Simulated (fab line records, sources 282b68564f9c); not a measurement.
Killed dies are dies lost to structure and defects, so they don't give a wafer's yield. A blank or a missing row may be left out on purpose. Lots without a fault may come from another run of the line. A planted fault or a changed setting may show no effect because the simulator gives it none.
fab line records | flow rit_cmos
record lots=14 wafers=42 last_day=7
route steps=202 shown M1@188
lots that met no fault: from a run of the same line without faults
start_h: hours from the record's first day to the start of the lot's first wafer shown | wait_h: hours since the lot's step before | " the same as in the row above | L1.1+2: a row that stands for several wafers | - no value, or no start given | * or withheld: withheld | < > ~ a bound
route shown NAME@n: a module of which the file shows steps, and the number in the route of the first | usual: mean/standard deviation of fault-free wafers | same: alike in all rows | chamber/n: place in a boat | sites: the reading at each site | _std_site: their standard deviation | _edge_site: outer sites' mean less inner sites' | radius_mm: how far each site lies from the wafer's centre | mask NAME#n: copy n | behind: the tool/chamber that last shaped the wafer | hold: why the lot was held/for how many hours/how that ended | device: the transistor (n, p or np) that didn't switch | end of line: the same wafers' tests at the end of the route | a step without rows: its recipe alone | killed: dies lost to structure and defects at the first sort, not the wafer's yield | map: a wafer's dies, x killed, . not, _ none there
set.NAME: the setting as run; set.NAME@STEP: as run at that earlier step | model.NAME: the simulator's own value behind a step, which no gauge read
steps of the route over a sample of lots; a table a step, a row a wafer
## steps
# step RIT_M1_COAT_04
# recipe resist=NOVOLAK spin_rpm=2000 resist_thk_nm=1300
# usual chill_plate_temp_C=23.01/0.094 dispense_pressure_kPa=50.8/0.77
# columns lot.wafer tool chamber start_h wait_h chill_plate_temp_C dispense_pressure_kPa
L316.1 litho_track-01 0 55.10 0.1 22.94 50.6
L316.3 " 0 " " 22.85 50.6
L316.5 " 0 " " 22.96 50.5
L318.2 litho_track-02 0 64.80 0.1 23.04 50.2
L318.3 " 0 " " 23.13 50.2
L318.4 " 0 " " 23.03 50.2
L319.1 litho_track-01 0 72.67 0.1 23.13 50.6
L319.4 " 0 " " 22.97 50.6
L319.6 " 0 " " 23.05 50.6
L322.2 litho_track-03 - 84.10 0.1 - -
L322.3 " - " " - -
L322.4 " - " " - -
L323.3 litho_track-01 - 88.26 0.1 - -
L323.4 " - " " - -
L323.5 " - " " - -
L325.1 litho_track-01 0 100.08 0.1 23.08 50.5
L325.2 " 0 " " 23.05 50.6
L325.4 " 0 " " 23.11 50.6
L329.2 litho_track-02 0 120.46 0.1 23.01 50.2
L329.3 " 0 " " 22.91 50.3
L329.4 " 0 " " 23.12 50.2
L330.1 litho_track-02 0 123.92 0.1 23.31 50.3
L330.4 " 0 " " 23.13 50.2
L330.5 " 0 " " 23.08 50.2
L332.1 litho_track-02 0 132.68 0.1 22.82 50.3
L332.3 " 0 " " 22.90 50.3
L332.5 " 0 " " 22.97 50.2
L333.1 litho_track-03 0 138.66 0.1 22.98 52.2
L333.3 " 0 " " 22.99 52.2
L333.5 " 0 " " 23.03 52.2
L334.1 litho_track-02 0 145.98 0.1 23.00 50.2
L334.4 " 0 " " 23.05 50.2
L334.5 " 0 " " 23.10 50.2
L335.1 litho_track-03 0 149.23 0.1 22.90 52.2
L335.5 " 0 " " 22.91 52.3
L335.6 " 0 " " 22.86 52.2
L336.2 litho_track-01 0 154.11 0.1 23.14 50.5
L336.3 " 0 " " 22.96 50.5
L336.6 " 0 " " 22.96 50.5
L339.2 litho_track-02 0 170.14 0.1 23.17 50.2
L339.4 " 0 " " 23.00 50.2
L339.5 " 0 " " 23.18 50.3
# step RIT_M1_CD_MEAS_09
# recipe target_cd_nm=2600
# usual cd_nm=2600.3/2.5
# columns lot.wafer tool chamber start_h wait_h cd_nm
L316.1 cd_sem-02 - 55.83 - 2603.1
L316.3 " - " " 2601.0
L316.5 " - " " 2601.6
L318.2 cd_sem-02 - 65.52 - 2599.7
L318.3 " - " " 2598.6
L318.4 " - " " 2599.8
L319.1 cd_sem-01 - 73.53 - 2600.6
L319.4 " - " " 2602.5
L319.6 " - " " 2601.9
L322.2 cd_sem-02 - 84.95 - -
L322.3 " - " " -
L322.4 " - " " -
L323.3 cd_sem-01 - 89.12 - -
L323.4 " - " " -
L323.5 " - " " -
L325.1 cd_sem-01 - 101.00 - 2603.2
L325.2 " - " " 2605.2
L325.4 " - " " 2605.2
L329.2 cd_sem-02 - 121.18 - 2601.9
L329.3 " - " " 2601.8
L329.4 " - " " 2601.0
L330.1 cd_sem-01 - 124.65 - 2602.4
L330.4 " - " " 2602.8
L330.5 " - " " 2605.3
L332.1 cd_sem-02 - 133.41 - 2599.0
L332.3 " - " " 2598.3
L332.5 " - " " 2599.8
L333.1 cd_sem-02 - 139.39 - 2599.1
L333.3 " - " " 2599.5
L333.5 " - " " 2600.8
L334.1 cd_sem-02 - 146.73 - 2600.9
L334.4 " - " " 2600.1
L334.5 " - " " 2599.4
L335.1 cd_sem-02 - 150.08 - 2597.3
L335.5 " - " " 2596.5
L335.6 " - " " 2597.2
L336.2 cd_sem-02 - 154.96 - 2596.5
L336.3 " - " " 2597.8
L336.6 " - " " 2596.2
L339.2 cd_sem-01 - 170.99 - 2601.4
L339.4 " - " " 2598.5
L339.5 " - " " 2602.0
# step RIT_M1_PROBE_99
# usual defect_limited_yield=97.5/1.1 killed_at_M0_to_M3=0.0/0.083 killed_at_contacts=0.1/0.32 killed_at_front_end=7/3 killed_dies=7/3 killed_on_rim=1.8/1.4 killed_open=3.4/2.2 killed_short=3.3/1.8 sort_bin_3_pad_short=0.2/0.25 sort_bin_5_function=1.5/0.79 sort_bin_6_memory=0.9/0.65 sort_n_pass=257/3 sort_yield_pct=97.5/1.1
# same gross_dies=264 killed_at_M4_up=0 killed_at_back_side=0 killed_at_other=0
# columns lot.wafer tool chamber start_h wait_h defect_limited_yield[%] killed_at_M0_to_M3 killed_at_contacts killed_at_front_end killed_dies killed_on_rim killed_open killed_short sort_bin_3_pad_short[%] sort_bin_5_function[%] sort_bin_6_memory[%] sort_n_pass sort_yield_pct[%]
L316.1 prober-01 - 58.48 0.1 98.5 0 0 4 4 2 3 1 0 1.1 0.4 260 98.5
L316.3 prober-01 - 58.58 0.2 98.1 0 0 5 5 3 2 3 0.8 0.8 0.4 259 98.1
L316.5 prober-01 - 58.68 0.2 98.1 0 0 5 5 3 2 3 0 1.5 0.4 259 98.1
L318.2 prober-01 - 68.51 0.1 96.2 0 0 10 10 4 6 4 0 3.0 0.8 254 96.2
L318.3 prober-01 - 68.56 0.2 97.7 0 0 6 6 2 4 2 0 1.5 0.8 258 97.7
L318.4 prober-01 - 68.61 0.2 97.3 0 2 5 7 0 2 5 0 2.3 0.4 257 97.3
L319.1 prober-02 - 76.29 0.1 98.1 0 0 5 5 1 1 4 0.8 0.8 0.4 259 98.1
L319.4 prober-02 - 76.44 0.2 97.3 0 0 7 7 2 5 2 0 1.9 0.8 257 97.3
L319.6 prober-02 - 76.54 0.2 98.5 0 0 4 4 3 1 3 0 1.1 0.4 260 98.5
L322.2 prober-01 - 87.67 0.1 0 259 0 5 264 70 2 3 0 99.2 0.8 0 0
L322.3 prober-01 - 87.72 0.2 0 257 0 7 264 70 3 4 0 99.2 0.8 0 0
L322.4 prober-01 - 87.77 0.2 0 254 0 10 264 70 5 5 0 98.1 1.9 0 0
L323.3 prober-02 - 91.84 0.2 0 252 0 12 264 70 7 5 0 98.1 1.9 0 0
L323.4 prober-02 - 91.89 0.2 0 260 0 4 264 70 1 3 0 100.0 0 0 0
L323.5 prober-02 - 91.94 0.2 0 257 0 7 264 70 2 5 1.1 98.5 0.4 0 0
L325.1 prober-02 - 104.61 0.1 97.0 0 0 8 8 1 0 8 0.4 1.5 1.1 256 97.0
L325.2 prober-02 - 104.66 0.1 98.1 0 0 5 5 0 2 3 0.8 0.8 0.4 259 98.1
L325.4 prober-02 - 104.76 0.2 95.1 0 0 13 13 5 10 3 0 2.3 2.7 251 95.1
L329.2 prober-02 - 123.87 0.1 97.0 0 0 8 8 2 5 3 0 2.3 0.8 256 97.0
L329.3 prober-02 - 123.92 0.2 98.5 0 0 4 4 1 2 2 0 1.1 0.4 260 98.5
L329.4 prober-02 - 123.97 0.2 97.3 0 0 7 7 2 4 3 0.8 1.1 0.8 257 97.3
L330.1 prober-01 - 127.32 0.1 97.7 0 0 6 6 0 2 4 0 1.1 1.1 258 97.7
L330.4 prober-01 - 127.47 0.2 96.6 0 0 9 9 1 2 7 0.4 1.9 1.1 255 96.6
L330.5 prober-01 - 127.52 0.2 97.7 0 0 6 6 2 3 3 0 1.5 0.8 258 97.7
L332.1 prober-01 - 136.07 0.1 96.2 0 0 10 10 5 7 3 0 2.3 1.5 254 96.2
L332.3 prober-01 - 136.17 0.2 99.6 0 0 1 1 0 1 0 0 0.4 0 263 99.6
L332.5 prober-01 - 136.27 0.2 98.5 0 0 4 4 0 3 1 0 1.5 0 260 98.5
L333.1 prober-02 - 142.08 0.1 97.7 0 1 5 6 1 4 2 0 1.1 1.1 258 97.7
L333.3 prober-02 - 142.18 0.2 95.8 0 0 11 11 3 6 5 0.4 1.9 1.9 253 95.8
L333.5 prober-02 - 142.28 0.2 95.1 0 0 13 13 5 10 3 0.4 3.0 1.5 251 95.1
L334.1 prober-01 - 149.39 0.1 98.5 0 0 4 4 1 1 3 0 0.8 0.8 260 98.5
L334.4 prober-01 - 149.54 0.2 98.9 0 0 3 3 2 1 2 0.4 0.4 0.4 261 98.9
L334.5 prober-01 - 149.59 0.2 99.2 0 0 2 2 0 0 2 0 0.8 0 262 99.2
L335.1 prober-02 - 152.74 0.1 97.0 1 0 7 8 3 3 5 0.4 2.3 0.4 256 97.0
L335.5 prober-02 - 152.94 0.2 97.3 0 1 6 7 4 5 2 0 1.5 1.1 257 97.3
L335.6 prober-02 - 152.99 0.2 97.7 0 0 6 6 3 4 2 0 1.5 0.8 258 97.7
L336.2 prober-01 - 158.64 0.1 95.8 0 0 11 11 4 6 5 0 2.7 1.5 253 95.8
L336.3 prober-01 - 158.69 0.2 97.0 0 0 8 8 3 4 4 0 2.3 0.8 256 97.0
L336.6 prober-01 - 158.84 0.2 97.7 0 0 6 6 0 3 3 0.4 0.8 1.1 258 97.7
L339.2 prober-02 - 173.67 0.1 96.6 0 0 9 9 4 5 4 0 1.9 1.5 255 96.6
L339.4 prober-02 - 173.77 0.2 97.0 0 0 8 8 2 5 3 0.4 1.5 1.1 256 97.0
L339.5 prober-02 - 173.82 0.2 94.3 0 0 15 15 6 11 4 0.4 3.0 2.3 249 94.3
# killed by level:class
L316.1 GATE:geometric_particle:open=2 FOX1:geometric_particle:short=1 SILICIDE:geometric_particle:open=1
L316.3 GATE:geometric_particle:short=3 FOX2:geometric_particle:open=1 GATE:geometric_particle:open=1
L316.5 FOX2:geometric_particle:short=2 GATE:geometric_particle:open=2 FOX1:geometric_particle:short=1
L318.2 GATE:geometric_particle:open=3 GATE:geometric_particle:short=2 FOX1:geometric_particle:open=1 FOX1:geometric_particle:short=1 FOX2:geometric_particle:open=1 SILICIDE:geometric_particle:open=1 SILICIDE:geometric_particle:short=1
L318.3 FOX1:geometric_particle:open=3 FOX1:geometric_particle:short=1 GATE:geometric_particle:short=1 GATE:geometric_particle:open=1
L318.4 GATE:geometric_particle:short=1 REOX:geometric_particle:short=1 SPACER:geometric_particle:short=1 SPACER:geometric_particle:open=1 SILICIDE:geometric_particle:short=1 CONTACT:geometric_particle:short=1 CONTACT:geometric_particle:open=1
L319.1 FOX1:geometric_particle:short=2 GATE:geometric_particle:short=1 REOX:geometric_particle:short=1 SILICIDE:geometric_particle:open=1
L319.4 GATE:geometric_particle:open=3 FOX1:geometric_particle:short=1 FOX1:geometric_particle:open=1 REOX:geometric_particle:open=1 SPACER:geometric_particle:short=1
L319.6 GATE:geometric_particle:short=3 SPACER:geometric_particle:open=1
L322.2 M1:area_expose=259 GATE:geometric_particle:short=2 FOX1:geometric_particle:short=1 FOX1:geometric_particle:open=1 GATE:geometric_particle:open=1
L322.3 M1:area_expose=257 SPACER:geometric_particle:short=3 GATE:geometric_particle:short=1 GATE:geometric_particle:open=1 SPACER:geometric_particle:open=1 SILICIDE:geometric_particle:open=1
L322.4 M1:area_expose=254 GATE:geometric_particle:short=3 GATE:geometric_particle:open=2 SPACER:geometric_particle:short=2 REOX:geometric_particle:open=1 SPACER:geometric_particle:open=1 SILICIDE:geometric_particle:open=1
L323.3 M1:area_expose=252 GATE:geometric_particle:open=2 GATE:geometric_particle:short=2 REOX:geometric_particle:open=2 SILICIDE:geometric_particle:open=2 REOX:geometric_particle:short=1 SPACER:geometric_particle:short=1 SPACER:geometric_particle:open=1
L323.4 M1:area_expose=260 FOX1:geometric_particle:short=1 GATE:geometric_particle:short=1 SPACER:geometric_particle:short=1 SILICIDE:geometric_particle:open=1
L323.5 M1:area_expose=257 GATE:geometric_particle:short=2 GATE:geometric_particle:open=2 FOX1:geometric_particle:short=1 SPACER:geometric_particle:short=1 SILICIDE:geometric_particle:short=1
L325.1 GATE:geometric_particle:short=6 REOX:geometric_particle:short=2
L325.2 GATE:geometric_particle:open=2 SPACER:geometric_particle:short=2 GATE:geometric_particle:short=1
L325.4 GATE:geometric_particle:open=3 REOX:geometric_particle:open=2 SPACER:geometric_particle:open=2 SPACER:geometric_particle:short=2 SILICIDE:geometric_particle:open=2 FOX1:geometric_particle:short=1 FOX1:geometric_particle:open=1
L329.2 GATE:geometric_particle:open=3 FOX1:geometric_particle:open=2 GATE:geometric_particle:short=2 FOX1:geometric_particle:short=1
L329.3 FOX1:geometric_particle:short=2 FOX1:geometric_particle:open=1 GATE:geometric_particle:open=1
L329.4 GATE:geometric_particle:open=3 FOX1:geometric_particle:short=1 FOX2:geometric_particle:short=1 GATE:geometric_particle:short=1 REOX:geometric_particle:open=1
L330.1 GATE:geometric_particle:short=2 FOX2:geometric_particle:short=1 REOX:geometric_particle:short=1 SPACER:geometric_particle:open=1 SILICIDE:geometric_particle:open=1
L330.4 GATE:geometric_particle:short=2 SPACER:geometric_particle:short=2 FOX1:geometric_particle:short=1 GATE:geometric_particle:open=1 REOX:geometric_particle:short=1 REOX:geometric_particle:open=1 SILICIDE:geometric_particle:short=1
L330.5 FOX1:geometric_particle:short=2 FOX2:geometric_particle:short=1 REOX:geometric_particle:open=1 SPACER:geometric_particle:open=1 SILICIDE:geometric_particle:open=1
L332.1 GATE:geometric_particle:open=3 SPACER:geometric_particle:short=2 SILICIDE:geometric_particle:open=2 FOX1:geometric_particle:open=1 GATE:geometric_particle:short=1 SPACER:geometric_particle:open=1
L332.3 GATE:geometric_particle:open=1
L332.5 GATE:geometric_particle:open=2 GATE:geometric_particle:short=1 SPACER:geometric_particle:open=1
L333.1 GATE:geometric_particle:open=2 FOX1:geometric_particle:open=1 GATE:geometric_particle:short=1 REOX:geometric_particle:short=1 CONTACT:geometric_particle:open=1
L333.3 GATE:geometric_particle:open=2 GATE:geometric_particle:short=2 SILICIDE:geometric_particle:open=2 FOX1:geometric_particle:short=1 FOX2:geometric_particle:short=1 REOX:geometric_particle:short=1 REOX:geometric_particle:open=1 SPACER:geometric_particle:open=1
L333.5 GATE:geometric_particle:open=5 GATE:geometric_particle:short=2 SPACER:geometric_particle:open=2 SILICIDE:geometric_particle:open=2 FOX1:geometric_particle:open=1 SILICIDE:geometric_particle:short=1
L334.1 FOX1:geometric_particle:open=1 FOX2:geometric_particle:short=1 GATE:geometric_particle:short=1 SILICIDE:geometric_particle:short=1
L334.4 FOX2:geometric_particle:short=1 GATE:geometric_particle:short=1 SILICIDE:geometric_particle:open=1
L334.5 FOX2:geometric_particle:short=1 SPACER:geometric_particle:short=1
L335.1 SPACER:geometric_particle:open=2 FOX1:geometric_particle:short=1 GATE:geometric_particle:short=1 REOX:geometric_particle:short=1 REOX:geometric_particle:open=1 SILICIDE:geometric_particle:short=1 M1:geometric_particle:short=1
L335.5 FOX1:geometric_particle:short=2 SPACER:geometric_particle:open=2 FOX1:geometric_particle:open=1 SILICIDE:geometric_particle:open=1 CONTACT:geometric_particle:open=1
L335.6 SILICIDE:geometric_particle:open=2 FOX1:geometric_particle:open=1 FOX1:geometric_particle:short=1 FOX2:geometric_particle:short=1 REOX:geometric_particle:open=1
L336.2 FOX1:geometric_particle:short=2 GATE:geometric_particle:open=2 SILICIDE:geometric_particle:open=2 FOX1:geometric_particle:open=1 FOX2:geometric_particle:short=1 GATE:geometric_particle:short=1 REOX:geometric_particle:open=1 SILICIDE:geometric_particle:short=1
L336.3 GATE:geometric_particle:open=2 SPACER:geometric_particle:short=2 FOX2:geometric_particle:open=1 FOX2:geometric_particle:short=1 GATE:geometric_particle:short=1 SILICIDE:geometric_particle:open=1
L336.6 GATE:geometric_particle:short=1 REOX:geometric_particle:open=1 REOX:geometric_particle:short=1 SPACER:geometric_particle:open=1 SILICIDE:geometric_particle:short=1 SILICIDE:geometric_particle:open=1
L339.2 REOX:geometric_particle:open=2 FOX1:geometric_particle:open=1 GATE:geometric_particle:short=1 REOX:geometric_particle:short=1 SPACER:geometric_particle:open=1 SPACER:geometric_particle:short=1 SILICIDE:geometric_particle:short=1 SILICIDE:geometric_particle:open=1
L339.4 REOX:geometric_particle:open=3 SILICIDE:geometric_particle:short=2 FOX1:geometric_particle:open=1 FOX2:geometric_particle:open=1 GATE:geometric_particle:short=1
L339.5 REOX:geometric_particle:open=4 FOX1:geometric_particle:open=2 GATE:geometric_particle:open=2 SPACER:geometric_particle:open=2 FOX1:geometric_particle:short=1 FOX2:geometric_particle:short=1 FOX2:geometric_particle:open=1 GATE:geometric_particle:short=1
## key
first_sign step=RIT_M1_COAT_04 reading=tool_record direction=missing
effect step=RIT_M1_CD_MEAS_09 reading=cd_nm direction=missing
effect step=RIT_M1_PROBE_99 reading=killed_at_M0_to_M3 direction=up sigmas=99+ usual=0.0 struck=256.5
more_kills_born_at RIT_M1_EXPOSE_06@iline_stepper-01=770 RIT_M1_EXPOSE_06@iline_stepper-02=769
met_at RIT_M1_COAT_04
struck_lots L322,L323
later_rows_left_out L322.2,L322.3,L322.4,L323.3,L323.4,L323.5
onset_between 72.67 84.10
fault kind=skipped_step_whole tool=litho_track-01,litho_track-03 chamber=- onset_h=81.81 steps=RIT_M1_COAT_04 scope=struck_lots_only
# later_rows_left_out: the simulator's readings of these wafers behind a module that went badly wrong aren't trusted and aren't shown, but for the sort
